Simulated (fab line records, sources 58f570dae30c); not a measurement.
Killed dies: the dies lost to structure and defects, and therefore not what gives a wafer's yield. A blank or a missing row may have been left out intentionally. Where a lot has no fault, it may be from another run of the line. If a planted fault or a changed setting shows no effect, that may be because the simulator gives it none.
Lot-split experiment -- flow berkeley_cmos170 -- route with 331 steps; 5 lots, 23 wafers read

## ABOUT THE SPLIT
At UCB170_M3_SPUTTER_01 (material Al, target thk 900 nm, time 120 s), the setting time_s was moved away from the recipe's 120 s on 7 of the 23 wafers read, by -13.3% to +7.7%. For the rest of the wafers, this setting stayed at what the recipe calls for.

## SPLIT TO READING: what lies between them in the file, 1 step
- UCB170_M3_RS_MEAS_02: measures by four-point-probe

## THE READING
M3_AL_THK, in nm, at UCB170_M3_THK_MEAS_03 (measures by xrf). Typical for fault-free wafers on this fab line: 887 nm, with standard deviation 11 nm.

wafer,"tool, chamber at the split","time_s as run, s",against the recipe,"M3_AL_THK, nm",against lot-mates on the recipe
L074.1,"pvd_sputter-03, -",120,recipe,878,-
L074.2,"pvd_sputter-03, -",120,recipe,875,-
L074.3,"pvd_sputter-03, -",120,recipe,879,-
L074.4,"pvd_sputter-03, -",120,recipe,883,-
L074.6,"pvd_sputter-03, -",120,recipe,872,-
L077.1,"pvd_sputter-01, -",120,recipe,868,-
L077.2,"pvd_sputter-01, -",104,-13.3%,758,-104
L077.3,"pvd_sputter-01, -",104,-13.3%,753,-108
L077.5,"pvd_sputter-01, -",104,-13.3%,749,-112
L077.6,"pvd_sputter-01, -",120,recipe,855,-
L076.2,"pvd_sputter-03, -",114.1,-4.9%,837,-48
L076.3,"pvd_sputter-03, -",114.1,-4.9%,837,-48
L076.4,"pvd_sputter-03, -",120,recipe,886,-
L076.5,"pvd_sputter-03, -",120,recipe,886,-
L076.6,"pvd_sputter-03, -",120,recipe,884,-
L079.1,"pvd_sputter-01, -",120,recipe,900,-
L079.3,"pvd_sputter-01, -",120,recipe,896,-
L079.6,"pvd_sputter-01, -",120,recipe,893,-
L080.1,"pvd_sputter-03, -",129.2,+7.7%,968,+67
L080.2,"pvd_sputter-03, -",120,recipe,903,-
L080.3,"pvd_sputter-03, -",120,recipe,904,-
L080.4,"pvd_sputter-03, -",120,recipe,897,-
L080.5,"pvd_sputter-03, -",129.2,+7.7%,973,+72

THE FIT
A straight line over all 23 wafers: M3_AL_THK changes by +10.1 nm for each +1% of time_s; r = +0.98; the points scatter about the line by 12 nm.
The same after taking each lot's own level away (the mean of its wafers on the recipe; 23 wafers): +8.4 nm for each +1%; r = +1.00; scatter 4.6 nm.
That fit puts the effect of the largest move of time_s on the reading at 1.1e+02 nm.
Across the lots, their own levels run from 861.5 to 901.3 nm, a range of 3.6 times the standard deviation given above.
Thus the slope moves with the lot-to-lot level: the two fits are different.
Check: -115 nm against its lot-mates is what the line predicts for one of the wafers moved furthest among these (-13.3%) when that wafer is left out of the fit. Against them it came out at -104 nm.

## THESE WAFERS: OTHER SPLITS
Before the reading, these wafers also passed through other splits. Each is held against what the fit with the lots' levels taken away leaves over:
other split on the same wafers,wafers away from the commonest value,r with M3_AL_THK (lot level and that fit taken away)
UCB170_V1_EXPOSE_09 dose_mj,6,-0.36
UCB170_M2_SPUTTER_01 power_w,12,+0.16
UCB170_V2_PEB_10 peb_temp_c,5,+0.04

## THE WHOLE CHAIN: every reading that the file lists as answering this split, in the file's order
step,what it does,reading,change (the file's fit),r (the file's)
UCB170_M3_SPUTTER_01,"material Al, target thk 900 nm, time 120 s","Al_of_M3_SPUTTER_01.thk_nm (the simulator's own value, which no gauge read)",+8.65 nm for each +1% of the setting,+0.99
UCB170_M3_RS_MEAS_02,measures by four-point-probe,M3_AL_RS,-0.000351 for each +1% of the setting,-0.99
UCB170_M3_THK_MEAS_03,measures by xrf,M3_AL_THK,+8.49 for each +1% of the setting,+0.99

## FILE'S OWN FIT
M3_AL_THK changes by +8.49 nm for each +1% of time_s, r = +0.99.
